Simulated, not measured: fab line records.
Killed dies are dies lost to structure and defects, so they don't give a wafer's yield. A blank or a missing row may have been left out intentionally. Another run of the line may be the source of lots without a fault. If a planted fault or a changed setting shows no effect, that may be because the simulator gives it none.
fab line records -- flow rit_cmos
record lots=14, wafers=42, last_day=8
route steps=202 shown GATE@81 M1@202
lots untouched by any fault: they come from a run of this same line in which no faults occurred
start_h: the number of hours between the record's first day and the start of the first shown wafer of the lot -- wait_h: how many hours have passed since the lot's step before this one -- " as in the row above -- L1.1+2: several wafers, shown together as one row -- - no value, or no start was given -- * or withheld: withheld -- < > ~ a bound
route shown NAME@n: NAME is a module with steps in the file, n the number in the route of the first one -- usual: average and standard deviation across the fault-free wafers -- same: alike in all rows -- chamber/n: place in a boat -- sites: readings site by site -- _std_site: standard deviation of those values -- _edge_site: the outer-site mean with the inner-site mean subtracted -- radius_mm: how far each site lies from the wafer's centre -- mask NAME#n: copy n -- behind: the last tool/chamber to shape the wafer -- hold: what put the lot on hold/how long, in hours/how the hold closed -- device: the n, p or np transistor that did not switch -- end of line: tests run on the same wafers once the route is complete -- for a step that has no rows: nothing shown but its recipe -- killed: count of dies lost to structure and defects at first sort (not the wafer's yield) -- map: the dies of a wafer, with x for killed, . for not killed, _ for no die there
set.NAME: setting as actually run; set.NAME@STEP: the setting as run at that earlier step -- model.NAME: the simulator's own value behind a step, which no gauge read
route steps across a sampled set of lots; one table per step, one row per wafer
services: a tool's chamber out of use, with start hour (start_h, from the record's first day; less than 0 if before it), hours out, and reason
## steps
# step RIT_GATE_OXIDATION_05
# recipe temp_c=900, ambient=O2, target_thk_a=30, ox_time_s=270
lot.wafer,tool,chamber,start_h,wait_h
L983.2+3+5,furnace-02,0,37.05,1.9
L984.1+2+4,furnace-02,0,39.69,1.4
L988.2+3+5,furnace-03,0,58.34,0.0
L989.1+4+6,furnace-01,0,63.05,0.1
L990.2+3+4,furnace-03,0,71.79,0.7
L994.2+4+5,furnace-03,0,89.38,1.3
L997.2+4+5,furnace-01,0,102.91,0.0
L998.1+5+6,furnace-01,0,108.91,0.1
L999.1+2+4,furnace-02,0,116.35,0.8
L100.1+3+5,furnace-01,0,120.01,1.1
L101.1+3+4,furnace-02,0,129.27,2.1
L103.1+5+6,furnace-02,0,137.39,0.1
L104.3+4+5,furnace-02,0,141.56,1.5
L106.1+2+3,furnace-02,0,154.48,0.1
# step RIT_GATE_THK_MEAS_07
# recipe reads=SiO2_of_GATE_OXIDATION_05
# usual GATE_OXIDE_THK=3.01/0.077
lot.wafer,tool,chamber,start_h,wait_h,hold,GATE_OXIDE_THK[nm]
L983.2,film_metro-04,-,39.70,0.0,-,2.92
L983.3,film_metro-04,-,39.70,0.0,-,2.93
L983.5,film_metro-04,-,39.70,0.0,-,2.92
L984.1,film_metro-03,-,41.02,0.0,-,2.93
L984.2,film_metro-03,-,41.02,0.0,-,2.93
L984.4,film_metro-03,-,41.02,0.0,-,2.96
L988.2,film_metro-04,-,59.68,0.0,-,3.02
L988.3,film_metro-04,-,59.68,0.0,-,3.03
L988.5,film_metro-04,-,59.68,0.0,-,3.03
L989.1,film_metro-03,-,64.37,0.0,-,2.97
L989.4,film_metro-03,-,64.37,0.0,-,2.92
L989.6,film_metro-03,-,64.37,0.0,-,2.87
L990.2,film_metro-03,-,73.13,0.0,await_dispo/0.2h/release,3.26
L990.3,film_metro-03,-,73.13,0.0,await_dispo/0.2h/release,3.39
L990.4,film_metro-03,-,73.13,0.0,await_dispo/0.2h/release,3.35
L990.2,film_metro-03,-,73.35,0.2,-,3.29
L990.3,film_metro-03,-,73.35,0.2,-,3.28
L990.4,film_metro-03,-,73.35,0.2,-,3.33
L994.2,film_metro-02,-,90.71,0.0,await_dispo/0.2h/release,3.37
L994.4,film_metro-02,-,90.71,0.0,await_dispo/0.2h/release,3.30
L994.5,film_metro-02,-,90.71,0.0,await_dispo/0.2h/release,3.28
L994.2,film_metro-02,-,90.94,0.2,-,3.32
L994.4,film_metro-02,-,90.94,0.2,-,3.28
L994.5,film_metro-02,-,90.94,0.2,-,3.29
L997.2,film_metro-02,-,104.25,0.0,-,2.99
L997.4,film_metro-02,-,104.25,0.0,-,2.98
L997.5,film_metro-02,-,104.25,0.0,-,2.99
L998.1,film_metro-03,-,111.83,0.0,-,3.01
L998.5,film_metro-03,-,111.83,0.0,-,3.13
L998.6,film_metro-03,-,111.83,0.0,-,3.01
L999.1,film_metro-02,-,120.01,0.0,-,3.12
L999.2,film_metro-02,-,120.01,0.0,-,3.04
L999.4,film_metro-02,-,120.01,0.0,-,3.10
L100.1,film_metro-02,-,121.54,0.0,-,2.95
L100.3,film_metro-02,-,121.54,0.0,-,3.03
L100.5,film_metro-02,-,121.54,0.0,-,3.02
L101.1,film_metro-02,-,132.53,0.0,-,3.04
L101.3,film_metro-02,-,132.53,0.0,-,3.11
L101.4,film_metro-02,-,132.53,0.0,-,3.21
L103.1,film_metro-03,-,138.71,0.0,-,3.04
L103.5,film_metro-03,-,138.71,0.0,-,3.02
L103.6,film_metro-03,-,138.71,0.0,-,3.03
L104.3,film_metro-03,-,145.58,0.0,-,3.06
L104.4,film_metro-03,-,145.58,0.0,-,2.97
L104.5,film_metro-03,-,145.58,0.0,-,2.90
L106.1,film_metro-02,-,155.92,0.0,-,3.04
L106.2,film_metro-02,-,155.92,0.0,-,2.99
L106.3,film_metro-02,-,155.92,0.0,-,2.98
# step RIT_M1_PROBE_99
# usual killed_at_contacts=0.1/0.3, killed_at_front_end=6.5/2.9, killed_dies=6.6/3, killed_open=3.3/2, killed_short=3.3/1.9
# same gross_dies=264, killed_at_M0_to_M3=0, killed_at_M4_up=0, killed_at_back_side=0, killed_at_other=0
lot.wafer,tool,chamber,start_h,wait_h,killed_at_contacts,killed_at_front_end,killed_dies,killed_open,killed_short
L990.2,prober-02,-,104.33,0.1,0,8,8,3,5
L990.3,prober-02,-,104.38,0.2,0,7,7,3,4
L990.4,prober-02,-,104.43,0.2,0,7,7,3,4
L994.2,prober-02,-,124.08,0.1,0,8,8,3,5
L994.4,prober-02,-,124.18,0.2,0,5,5,4,1
L994.5,prober-02,-,124.23,0.2,0,4,4,1,3
# killed by level:class
L990.2 GATE:geometric_particle:short=4 REOX:geometric_particle:open=1 REOX:geometric_particle:short=1 SPACER:geometric_particle:open=1 SILICIDE:geometric_particle:open=1
L990.3 GATE:geometric_particle:short=3 GATE:geometric_particle:open=2 FOX2:geometric_particle:open=1 FOX2:geometric_particle:short=1
L990.4 GATE:geometric_particle:short=3 GATE:geometric_particle:open=3 SILICIDE:geometric_particle:short=1
L994.2 GATE:geometric_particle:short=2 FOX2:geometric_particle:short=1 FOX2:geometric_particle:open=1 GATE:geometric_particle:open=1 REOX:geometric_particle:short=1 SPACER:geometric_particle:open=1 SPACER:geometric_particle:short=1
L994.4 FOX1:geometric_particle:short=1 FOX2:geometric_particle:open=1 GATE:geometric_particle:open=1 REOX:geometric_particle:open=1 SILICIDE:geometric_particle:open=1
L994.5 FOX2:geometric_particle:short=2 FOX2:geometric_particle:open=1 SPACER:geometric_particle:short=1
## services
tool,chamber,start_h,hours,kind
furnace-03,-,27.02,3.2,pm
furnace-01,-,36.75,3.3,pm
furnace-02,-,76.75,4.0,pm
## key
first_sign step=RIT_GATE_THK_MEAS_07, reading=visit, direction=added
effect step=RIT_GATE_THK_MEAS_07, reading=GATE_OXIDE_THK, direction=up, sigmas=4.2, usual=3.01, struck=3.32
met_at RIT_GATE_OXIDATION_05
struck_lots L990,L994
tester_left_out L990,L994
onset_between 58.34 71.79
fault kind=process_parameter_drift, tool=furnace-03, chamber=-, onset_h=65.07, steps=RIT_GATE_OXIDATION_05, channel=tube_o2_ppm, offset=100, shape=step, end_h=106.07
# tester_left_out: of these lots the tester's yield and bins aren't shown, on N5 and GAA mostly nor the transistor test; their killed dies are dies lost to structure and defects alone, not to doping, threshold or leakage, so they don't give the yield
